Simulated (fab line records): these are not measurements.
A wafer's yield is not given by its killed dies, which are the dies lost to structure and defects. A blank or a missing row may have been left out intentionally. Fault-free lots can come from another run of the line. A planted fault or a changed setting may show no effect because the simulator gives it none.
fab line records	flow rit_cmos
[record] lots = 14	wafers = 42	last_day = 7
route steps=202 shown ACTIVE@5 PRETRO@70 M1@184
lots that met no fault: from a run of the same line without faults
start_h: hours from the record's first day to the start of the lot's first wafer shown	wait_h: time in hours since the lot's previous step	" as in the row above	L1.1+2: several wafers, shown together as one row	- no value, or no start was given	* or withheld: withheld	< > ~ a bound
route shown NAME@n: NAME is a module with steps in the file, n the number in the route of the first one	usual: mean/standard deviation taken from wafers without a fault	same: alike in all rows	chamber/n: place in a boat	sites: the reading at each site	_std_site: the standard deviation of these	_edge_site: inner sites' mean taken away from outer sites' mean	radius_mm: for every site, how far away it sits from the centre of the wafer	mask NAME#n: copy n	behind: the last tool/chamber to shape the wafer	hold: reason for holding the lot/hours on hold/outcome of the hold	device: whichever transistor did not switch (one of n, p or np)	end of line: at the end of the route, the tests of the same wafers	a step given without rows: its recipe and nothing more	killed: not the wafer's yield, but the dies lost to structure and defects at the first sort	map: a wafer's dies, marking killed ones x, the rest . and places with no die _
set.NAME: the setting as run; set.NAME@STEP: as run at that earlier step	model.NAME: the simulator's own value behind a step, which no gauge read
the route's steps for a sample of lots (tables are steps, rows are wafers)
services: from which hour (start_h, from the record's first day; less than 0 if before it) a tool's chamber was out of use, for how many hours, and why
[[steps]]
[step RIT_ACTIVE_THK_MEAS_04]
[recipe] reads = Si3N4_of_ACTIVE_CVD_03
[usual] ACTIVE_NITRIDE_THK = 150.0/1.7
lot.wafer	tool	chamber	start_h	wait_h	ACTIVE_NITRIDE_THK[nm]
L506.1	film_metro-02	-	18.53	0.0	149.7
L506.2	"	-	"	"	149.2
L506.4	"	-	"	"	148.2
L507.2	film_metro-01	-	23.55	0.0	149.3
L507.3	"	-	"	"	151.1
L507.5	"	-	"	"	149.0
L508.1	film_metro-02	-	28.53	0.0	152.7
L508.4	"	-	"	"	152.8
L508.6	"	-	"	"	152.3
L509.1	film_metro-01	-	33.53	0.0	151.4
L509.2	"	-	"	"	151.7
L509.6	"	-	"	"	150.6
L510.1	film_metro-01	-	38.53	0.0	149.2
L510.2	"	-	"	"	151.3
L510.5	"	-	"	"	149.8
L513.1	film_metro-03	-	53.53	0.0	151.5
L513.4	"	-	"	"	151.0
L513.5	"	-	"	"	152.1
L514.3	film_metro-03	-	58.83	0.0	150.8
L514.4	"	-	"	"	151.2
L514.6	"	-	"	"	151.1
L517.2	film_metro-02	-	73.54	0.0	151.7
L517.5	"	-	"	"	151.1
L517.6	"	-	"	"	151.4
L518.1	film_metro-03	-	79.60	0.0	147.0
L518.2	"	-	"	"	146.6
L518.6	"	-	"	"	148.0
L519.3	film_metro-03	-	83.55	0.0	151.6
L519.4	"	-	"	"	151.3
L519.6	"	-	"	"	150.4
L522.3	film_metro-02	-	98.55	0.0	148.6
L522.4	"	-	"	"	148.0
L522.5	"	-	"	"	149.3
L524.1	film_metro-02	-	108.53	0.0	149.0
L524.3	"	-	"	"	148.4
L524.6	"	-	"	"	149.1
L526.1	film_metro-02	-	118.53	0.0	149.8
L526.4	"	-	"	"	149.8
L526.5	"	-	"	"	147.3
L527.2	film_metro-02	-	123.54	0.0	148.6
L527.3	"	-	"	"	149.5
L527.6	"	-	"	"	150.9
[step RIT_PRETRO_OVL_MEAS_06]
[usual] PRETRO_OVL = 0.2/1.3
lot.wafer	tool	chamber	start_h	wait_h	PRETRO_OVL[nm]
L506.1	overlay-02	-	36.13	-	-2.8
L506.2	"	-	"	"	0.2
L506.4	"	-	"	"	0.0
L507.2	overlay-01	-	42.32	-	-0.3
L507.3	"	-	"	"	0.6
L507.5	"	-	"	"	2.6
L508.1	overlay-02	-	46.92	-	0.5
L508.4	"	-	"	"	-0.1
L508.6	"	-	"	"	1.2
L509.1	overlay-01	-	52.09	-	-0.5
L509.2	"	-	"	"	1.2
L509.6	"	-	"	"	0.9
L510.1	overlay-01	-	59.12	-	1.1
L510.2	"	-	"	"	-1.0
L510.5	"	-	"	"	0.3
L513.1	overlay-02	-	71.87	-	1.3
L513.4	"	-	"	"	-1.2
L513.5	"	-	"	"	-1.6
L514.3	overlay-01	-	75.87	-	-1.1
L514.4	"	-	"	"	0.1
L514.6	"	-	"	"	-0.2
L517.2	overlay-01	-	92.34	-	-1.8
L517.5	"	-	"	"	-1.5
L517.6	"	-	"	"	-0.3
L518.1	overlay-02	-	96.65	-	0.2
L518.2	"	-	"	"	0.0
L518.6	"	-	"	"	-0.1
L519.3	overlay-02	-	100.71	-	0.7
L519.4	"	-	"	"	-1.8
L519.6	"	-	"	"	-0.2
L522.3	overlay-02	-	115.33	-	0.0
L522.4	"	-	"	"	1.0
L522.5	"	-	"	"	0.9
L524.1	overlay-01	-	126.16	-	0.2
L524.3	"	-	"	"	-1.4
L524.6	"	-	"	"	1.9
L526.1	overlay-01	-	136.47	-	-0.6
L526.4	"	-	"	"	2.1
L526.5	"	-	"	"	1.3
L527.2	overlay-02	-	140.83	-	1.7
L527.3	"	-	"	"	1.0
L527.6	"	-	"	"	1.2
[step RIT_M1_SPUTTER_00]
[recipe] material = Al	target_thk_nm = 400	power_w = 2000	chamber_pressure_pa = 0.4	gas = Ar	time_s = 500	substrate_temp_c = 25
[usual] throttle_valve_pct = 29.8/0.82
lot.wafer	tool	chamber	start_h	wait_h	throttle_valve_pct
L506.1	pvd_sputter-02	-	58.86	0.0	30.5
L506.2	"	-	"	"	31.0
L506.4	"	-	"	"	28.8
L507.2	pvd_sputter-04	-	68.01	0.0	30.2
L507.3	"	-	"	"	29.2
L507.5	"	-	"	"	28.9
L508.1	pvd_sputter-02	-	69.42	0.0	31.0
L508.4	"	-	"	"	28.8
L508.6	"	-	"	"	31.1
L509.1	pvd_sputter-03	-	73.41	0.0	28.1
L509.2	"	-	"	"	28.8
L509.6	"	-	"	"	29.8
L510.1	pvd_sputter-02	-	81.60	0.0	30.6
L510.2	"	-	"	"	28.7
L510.5	"	-	"	"	31.0
L513.1	pvd_sputter-03	-	95.18	0.0	30.5
L513.4	"	-	"	"	28.7
L513.5	"	-	"	"	30.5
L514.3	pvd_sputter-02	-	98.31	0.0	31.0
L514.4	"	-	"	"	30.6
L514.6	"	-	"	"	28.7
L517.2	pvd_sputter-04	-	115.89	0.0	30.5
L517.5	"	-	"	"	30.0
L517.6	"	-	"	"	30.1
L518.1	pvd_sputter-02	-	119.14	0.0	30.5
L518.2	"	-	"	"	30.9
L518.6	"	-	"	"	28.8
L519.3	pvd_sputter-04	-	125.15	0.0	29.8
L519.4	"	-	"	"	29.0
L519.6	"	-	"	"	30.0
L522.3	pvd_sputter-02	-	136.67	0.0	28.8
L522.4	"	-	"	"	29.4
L522.5	"	-	"	"	30.3
L524.1	pvd_sputter-02	-	150.01	0.0	29.4
L524.3	"	-	"	"	28.9
L524.6	"	-	"	"	29.4
L526.1	pvd_sputter-02	-	158.04	0.0	31.0
L526.4	"	-	"	"	28.7
L526.5	"	-	"	"	29.6
L527.2	pvd_sputter-03	-	163.85	0.0	30.2
L527.3	"	-	"	"	28.8
L527.6	"	-	"	"	30.1
[step RIT_M1_RS_MEAS_01]
[recipe] thk_meas_gauge = four-point-probe	reads = Al_of_M1_SPUTTER_00
[usual] M1_AL_RS = 0.0734/0.0011
lot.wafer	tool	chamber	start_h	wait_h	M1_AL_RS[ohm/sq]
L506.1	film_metro-02	-	59.16	0.1	0.0727
L506.2	"	-	"	"	0.0749
L506.4	"	-	"	"	0.0741
L507.2	film_metro-03	-	68.32	0.2	0.0732
L507.3	"	-	"	"	0.0725
L507.5	"	-	"	"	0.0721
L508.1	film_metro-01	-	69.71	0.1	0.0737
L508.4	"	-	"	"	0.0722
L508.6	"	-	"	"	0.0742
L509.1	film_metro-02	-	73.70	0.1	0.0740
L509.2	"	-	"	"	0.0734
L509.6	"	-	"	"	0.0737
L510.1	film_metro-03	-	81.89	0.1	0.0722
L510.2	"	-	"	"	0.0741
L510.5	"	-	"	"	0.0745
L513.1	film_metro-01	-	95.47	0.1	0.0727
L513.4	"	-	"	"	0.0717
L513.5	"	-	"	"	0.0726
L514.3	film_metro-03	-	98.65	0.2	0.0743
L514.4	"	-	"	"	0.0726
L514.6	"	-	"	"	0.0732
L517.2	film_metro-03	-	116.21	0.2	0.0726
L517.5	"	-	"	"	0.0722
L517.6	"	-	"	"	0.0723
L518.1	film_metro-02	-	119.43	0.1	0.0728
L518.2	"	-	"	"	0.0756
L518.6	"	-	"	"	0.0747
L519.3	film_metro-02	-	125.48	0.2	0.0729
L519.4	"	-	"	"	0.0711
L519.6	"	-	"	"	0.0724
L522.3	film_metro-02	-	137.00	0.2	0.0655
L522.4	"	-	"	"	0.0666
L522.5	"	-	"	"	0.0650
L524.1	film_metro-03	-	150.30	0.1	0.0659
L524.3	"	-	"	"	0.0656
L524.6	"	-	"	"	0.0657
L526.1	film_metro-01	-	158.33	0.1	0.0666
L526.4	"	-	"	"	0.0655
L526.5	"	-	"	"	0.0661
L527.2	film_metro-01	-	164.16	0.2	0.0740
L527.3	"	-	"	"	0.0740
L527.6	"	-	"	"	0.0741
[step RIT_M1_THK_MEAS_02]
[recipe] thk_meas_gauge = xrf	reads = Al_of_M1_SPUTTER_00
[usual] M1_AL_THK = 396/6.4
lot.wafer	tool	chamber	start_h	wait_h	M1_AL_THK[nm]
L506.1	film_metro-02	-	59.28	0.1	397
L506.2	"	-	"	"	384
L506.4	"	-	"	"	388
L507.2	film_metro-03	-	68.43	0.1	397
L507.3	"	-	"	"	400
L507.5	"	-	"	"	402
L508.1	film_metro-01	-	69.83	0.1	395
L508.4	"	-	"	"	403
L508.6	"	-	"	"	394
L509.1	film_metro-02	-	73.82	0.1	390
L509.2	"	-	"	"	394
L509.6	"	-	"	"	391
L510.1	film_metro-03	-	82.01	0.1	400
L510.2	"	-	"	"	389
L510.5	"	-	"	"	389
L513.1	film_metro-01	-	95.59	0.1	402
L513.4	"	-	"	"	407
L513.5	"	-	"	"	403
L514.3	film_metro-03	-	98.75	0.1	392
L514.4	"	-	"	"	402
L514.6	"	-	"	"	398
L517.2	film_metro-03	-	116.32	0.1	399
L517.5	"	-	"	"	401
L517.6	"	-	"	"	402
L518.1	film_metro-02	-	119.55	0.1	396
L518.2	"	-	"	"	382
L518.6	"	-	"	"	386
L519.3	film_metro-02	-	125.58	0.1	397
L519.4	"	-	"	"	405
L519.6	"	-	"	"	401
L522.3	film_metro-02	-	137.10	0.1	441
L522.4	"	-	"	"	435
L522.5	"	-	"	"	445
L524.1	film_metro-03	-	150.42	0.1	440
L524.3	"	-	"	"	442
L524.6	"	-	"	"	441
L526.1	film_metro-01	-	158.45	0.1	436
L526.4	"	-	"	"	444
L526.5	"	-	"	"	442
L527.2	film_metro-01	-	164.27	0.1	396
L527.3	"	-	"	"	393
L527.6	"	-	"	"	391
[step RIT_M1_CD_MEAS_09]
[recipe] target_cd_nm = 2600
[usual] cd_nm = 2599.3/2.2
lot.wafer	tool	chamber	start_h	wait_h	cd_nm
L506.1	cd_sem-01	-	60.22	-	2599.1
L506.2	"	-	"	"	2599.0
L506.4	"	-	"	"	2600.3
L507.2	cd_sem-01	-	69.51	-	2597.5
L507.3	"	-	"	"	2597.1
L507.5	"	-	"	"	2598.5
L508.1	cd_sem-02	-	70.77	-	2602.6
L508.4	"	-	"	"	2600.2
L508.6	"	-	"	"	2600.2
L509.1	cd_sem-01	-	74.89	-	2597.8
L509.2	"	-	"	"	2598.5
L509.6	"	-	"	"	2599.2
L510.1	cd_sem-02	-	83.08	-	2600.8
L510.2	"	-	"	"	2599.1
L510.5	"	-	"	"	2598.4
L513.1	cd_sem-02	-	96.88	-	2598.0
L513.4	"	-	"	"	2597.8
L513.5	"	-	"	"	2595.3
L514.3	cd_sem-01	-	99.83	-	2597.3
L514.4	"	-	"	"	2596.9
L514.6	"	-	"	"	2599.4
L517.2	cd_sem-02	-	117.45	-	2596.0
L517.5	"	-	"	"	2599.5
L517.6	"	-	"	"	2598.1
L518.1	cd_sem-01	-	120.62	-	2600.2
L518.2	"	-	"	"	2602.9
L518.6	"	-	"	"	2601.1
L519.3	cd_sem-02	-	126.70	-	2601.7
L519.4	"	-	"	"	2598.6
L519.6	"	-	"	"	2600.9
L522.3	cd_sem-02	-	138.19	-	2599.5
L522.4	"	-	"	"	2599.5
L522.5	"	-	"	"	2601.6
L524.1	cd_sem-02	-	151.44	-	2599.5
L524.3	"	-	"	"	2603.1
L524.6	"	-	"	"	2600.6
L526.1	cd_sem-02	-	159.39	-	2602.5
L526.4	"	-	"	"	2601.2
L526.5	"	-	"	"	2599.7
L527.2	cd_sem-02	-	165.22	-	2600.5
L527.3	"	-	"	"	2597.6
L527.6	"	-	"	"	2599.8
[step RIT_M1_METAL_ETCH_12]
[recipe] stop_on = SiO2	chemistry = Cl2/BCl3	target = Al	time_s = 165	over_etch_frac = 0.5	pressure_mtorr = 100	target_depth_a = 6000	rf_w = 250	Cl2_flow_sccm = 60	bcl3_flow_sccm = 50
[usual] drypump_motor_current_A = 5.7/0.45	oes_product_au = 0.772/0.0088	throttle_valve_pct = 8.34/0.11
[same] over_etch_frac = 0.5
lot.wafer	tool	chamber	start_h	wait_h	drypump_motor_current_A	oes_product_au	rf_hours_counter_h	throttle_valve_pct
L506.1	rie_metal-01	1	60.62	0.2	5.8	0.774	1	8.37
L506.2	"	0	"	"	6.4	0.759	1	8.20
L506.4	"	0	"	"	6.5	0.770	-	8.21
L507.2	rie_metal-04	0	69.89	0.2	5.0	0.773	3	8.53
L507.3	"	0	"	"	5.0	0.778	-	8.55
L507.5	"	0	"	"	5.0	0.769	-	8.55
L508.1	rie_metal-02	0	71.18	0.2	6.0	0.768	36	8.36
L508.4	"	1	"	"	5.5	0.786	-	8.29
L508.6	"	0	"	"	5.9	0.767	-	8.36
L509.1	rie_metal-01	0	75.29	0.2	6.5	0.761	1	8.19
L509.2	"	1	"	"	5.8	0.773	1	8.40
L509.6	"	1	"	"	5.8	0.782	-	8.38
L510.1	rie_metal-04	0	83.48	0.2	5.1	0.777	3	8.53
L510.2	"	1	"	"	5.5	0.763	3	8.31
L510.5	"	0	"	"	5.1	0.764	-	8.55
L513.1	rie_metal-04	1	97.29	0.2	5.5	0.770	3	8.30
L513.4	"	1	"	"	5.5	0.778	-	8.30
L513.5	"	1	"	"	5.5	0.781	-	8.30
L514.3	rie_metal-02	0	100.25	0.2	6.0	0.768	-	8.37
L514.4	"	1	"	"	5.4	0.781	-	8.27
L514.6	"	1	"	"	5.4	0.772	-	8.27
L517.2	rie_metal-02	0	117.84	0.2	6.0	0.778	36	8.37
L517.5	"	1	"	"	5.4	0.786	-	8.26
L517.6	"	0	"	"	6.0	0.780	-	8.35
L518.1	rie_metal-01	0	121.02	0.2	6.5	0.772	1	8.20
L518.2	"	1	"	"	5.8	0.765	1	8.39
L518.6	"	0	"	"	6.5	0.759	-	8.19
L519.3	rie_metal-02	1	127.12	0.2	5.4	0.781	-	8.26
L519.4	"	0	"	"	6.0	0.781	-	8.36
L519.6	"	1	"	"	5.4	0.788	-	8.27
L522.3	rie_metal-04	0	138.63	0.2	5.0	0.821	-	8.54
L522.4	"	1	"	"	5.5	0.806	-	8.28
L522.5	"	1	"	"	5.5	0.830	-	8.29
L524.1	rie_metal-04	1	151.85	0.2	5.5	0.822	4	8.30
L524.3	"	1	"	"	5.5	0.822	-	8.30
L524.6	"	1	"	"	5.5	0.822	-	8.27
L526.1	rie_metal-02	1	159.80	0.2	5.4	0.812	0	8.27
L526.4	"	0	"	"	6.0	0.834	-	8.36
L526.5	"	0	"	"	6.0	0.830	-	8.36
L527.2	rie_metal-04	1	165.61	0.2	5.5	0.765	4	8.29
L527.3	"	0	"	"	5.0	0.779	-	8.55
L527.6	"	1	"	"	5.5	0.768	-	8.29
[step RIT_M1_PROBE_99]
[usual] defect_limited_yield = 97.3/1.2	killed_at_M0_to_M3 = 0.0/0.12	killed_at_contacts = 0.1/0.31	killed_at_front_end = 7/3.2	killed_dies = 7/3.2	killed_open = 3.6/2.1	killed_short = 3.5/2.1	sort_bin_3_pad_short = 0.1/0.21	sort_bin_5_function = 1.6/0.88	sort_bin_6_memory = 1.0/0.66	sort_n_pass = 257/3.2	sort_yield_pct = 97.3/1.2
[same] gross_dies = 264	killed_at_M4_up = 0	killed_at_back_side = 0	killed_at_other = 0
lot.wafer	tool	chamber	start_h	wait_h	defect_limited_yield[%]	killed_at_M0_to_M3	killed_at_contacts	killed_at_front_end	killed_dies	killed_open	killed_short	sort_bin_3_pad_short[%]	sort_bin_5_function[%]	sort_bin_6_memory[%]	sort_n_pass	sort_yield_pct[%]
L507.2	prober-01	-	73.72	0.1	94.7	0	0	14	14	3	9	0.4	3.4	1.5	250	94.7
L507.3	prober-01	-	73.77	0.2	95.5	0	0	12	12	8	4	0	2.7	1.9	252	95.5
L507.5	prober-01	-	73.87	0.2	95.8	0	0	11	11	6	4	0	2.3	1.9	253	95.8
L510.1	prober-01	-	85.74	0.1	97.7	0	0	6	6	3	3	0	1.9	0.4	258	97.7
L510.2	prober-01	-	85.79	0.1	97.3	0	0	7	7	4	3	0.8	1.1	0.8	257	97.3
L510.5	prober-01	-	85.94	0.2	98.1	0	0	5	5	3	2	0	0.8	1.1	259	98.1
L513.1	prober-02	-	99.54	0.1	97.3	0	0	7	7	4	3	0	1.1	1.5	257	97.3
L513.4	prober-02	-	99.69	0.2	98.1	0	0	5	5	5	0	0	0.8	1.1	259	98.1
L513.5	prober-02	-	99.74	0.2	92.4	0	0	20	20	11	9	0.4	4.5	2.7	244	92.4
L514.3	prober-01	-	103.14	0.2	98.1	0	0	5	5	2	3	0	1.9	0	259	98.1
L514.4	prober-01	-	103.19	0.2	96.2	0	0	10	10	8	2	0	2.3	1.5	254	96.2
L514.6	prober-01	-	103.29	0.2	97.3	0	0	7	7	4	3	0.4	2.3	0	257	97.3
L517.2	prober-02	-	120.14	0.1	96.2	0	0	10	10	5	5	0	1.5	2.3	254	96.2
L517.5	prober-02	-	120.29	0.2	98.1	0	0	5	5	3	2	0	0	1.9	259	98.1
L517.6	prober-02	-	120.34	0.2	97.7	0	0	6	6	3	3	0	1.1	1.1	258	97.7
// killed by level:class
L507.2 GATE:geometric_particle:short=3 FOX1:geometric_particle:short=2 FOX2:geometric_particle:open=2 FOX2:geometric_particle:short=2 REOX:geometric_particle:short=2 PLDD:coat_microbubble_printed=2 GATE:geometric_particle:open=1
L507.3 GATE:geometric_particle:open=6 GATE:geometric_particle:short=2 FOX1:geometric_particle:open=1 FOX2:geometric_particle:open=1 SPACER:geometric_particle:short=1 SILICIDE:geometric_particle:short=1
L507.5 GATE:geometric_particle:open=4 REOX:geometric_particle:short=2 SILICIDE:geometric_particle:open=2 FOX1:geometric_particle:short=1 FOX2:geometric_particle:short=1 PLDD:coat_microbubble_printed=1
L510.1 GATE:geometric_particle:open=2 REOX:geometric_particle:short=1 SPACER:geometric_particle:short=1 SILICIDE:geometric_particle:open=1 SILICIDE:geometric_particle:short=1
L510.2 GATE:geometric_particle:open=2 SPACER:geometric_particle:open=2 GATE:geometric_particle:short=1 REOX:geometric_particle:short=1 SPACER:geometric_particle:short=1
L510.5 FOX1:geometric_particle:open=1 FOX2:geometric_particle:open=1 GATE:geometric_particle:open=1 GATE:geometric_particle:short=1 SPACER:geometric_particle:short=1
L513.1 GATE:geometric_particle:open=3 SPACER:geometric_particle:short=2 FOX2:geometric_particle:short=1 REOX:geometric_particle:open=1
L513.4 SPACER:geometric_particle:open=4 REOX:geometric_particle:open=1
L513.5 FOX2:geometric_particle:open=4 GATE:geometric_particle:short=4 GATE:geometric_particle:open=3 SPACER:geometric_particle:short=3 SPACER:geometric_particle:open=2 SILICIDE:geometric_particle:open=2 FOX2:geometric_particle:short=1 REOX:geometric_particle:short=1
L514.3 GATE:geometric_particle:short=2 FOX1:geometric_particle:open=1 REOX:geometric_particle:open=1 REOX:geometric_particle:short=1
L514.4 GATE:geometric_particle:open=6 REOX:geometric_particle:short=2 FOX2:geometric_particle:open=1 REOX:geometric_particle:open=1
L514.6 REOX:geometric_particle:open=3 GATE:geometric_particle:short=1 GATE:geometric_particle:open=1 REOX:geometric_particle:short=1 SILICIDE:geometric_particle:short=1
L517.2 GATE:geometric_particle:short=2 ACTIVE:geometric_particle:short=1 FOX1:geometric_particle:open=1 FOX2:geometric_particle:open=1 GATE:geometric_particle:open=1 REOX:geometric_particle:open=1 SPACER:geometric_particle:open=1 SPACER:geometric_particle:short=1
L517.5 FOX1:geometric_particle:short=1 FOX1:geometric_particle:open=1 REOX:geometric_particle:open=1 SPACER:geometric_particle:open=1 SILICIDE:geometric_particle:short=1
L517.6 SILICIDE:geometric_particle:short=2 GATE:geometric_particle:short=1 GATE:geometric_particle:open=1 REOX:geometric_particle:open=1 SILICIDE:geometric_particle:open=1
[[services]]
tool	chamber	start_h	hours	kind
pvd_sputter-03	-	46.65	8.4	repair
pvd_sputter-04	-	48.98	4.7	repair
pvd_sputter-04	-	58.62	0.5	repair
rie_metal-04	-	64.87	0.9	repair
pvd_sputter-03	-	65.27	1.1	repair
pvd_sputter-04	-	72.06	4.4	repair
rie_metal-04	0	115.04	17.4	repair
rie_metal-04	1	121.73	6.4	repair
rie_metal-02	-	126.14	0.7	repair
rie_metal-02	-	136.12	20.0	pm
rie_metal-02	0	136.12	20.0	vent_cycle
rie_metal-02	1	136.12	20.0	vent_cycle
rie_metal-01	-	151.04	1.2	repair
rie_metal-02	0	156.12	-	clean
rie_metal-02	1	156.12	-	clean
[[key]]
[first_sign] step = RIT_M1_RS_MEAS_01	reading = M1_AL_RS	direction = down	sigmas = 6.7	usual = 0.0734	struck = 0.0658
[effect] step = RIT_M1_THK_MEAS_02	reading = M1_AL_THK	direction = up	sigmas = 6.9	usual = 396	struck = 441
[effect] step = RIT_M1_METAL_ETCH_12	reading = oes_product_au	direction = up	sigmas = 5.7	usual = 0.772	struck = 0.822
met_at RIT_M1_SPUTTER_00
struck_lots L522,L524,L526
not_acting_at RIT_ACTIVE_THK_MEAS_04,RIT_PRETRO_OVL_MEAS_06,RIT_M1_CD_MEAS_09
onset_between 119.14 136.67
[fault] kind = process_parameter_drift	tool = pvd_sputter-02	chamber = -	onset_h = 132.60	steps = RIT_M1_SPUTTER_00	channel = target_thk_nm	offset = 48.831	shape = step	end_h = 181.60	stated = 400
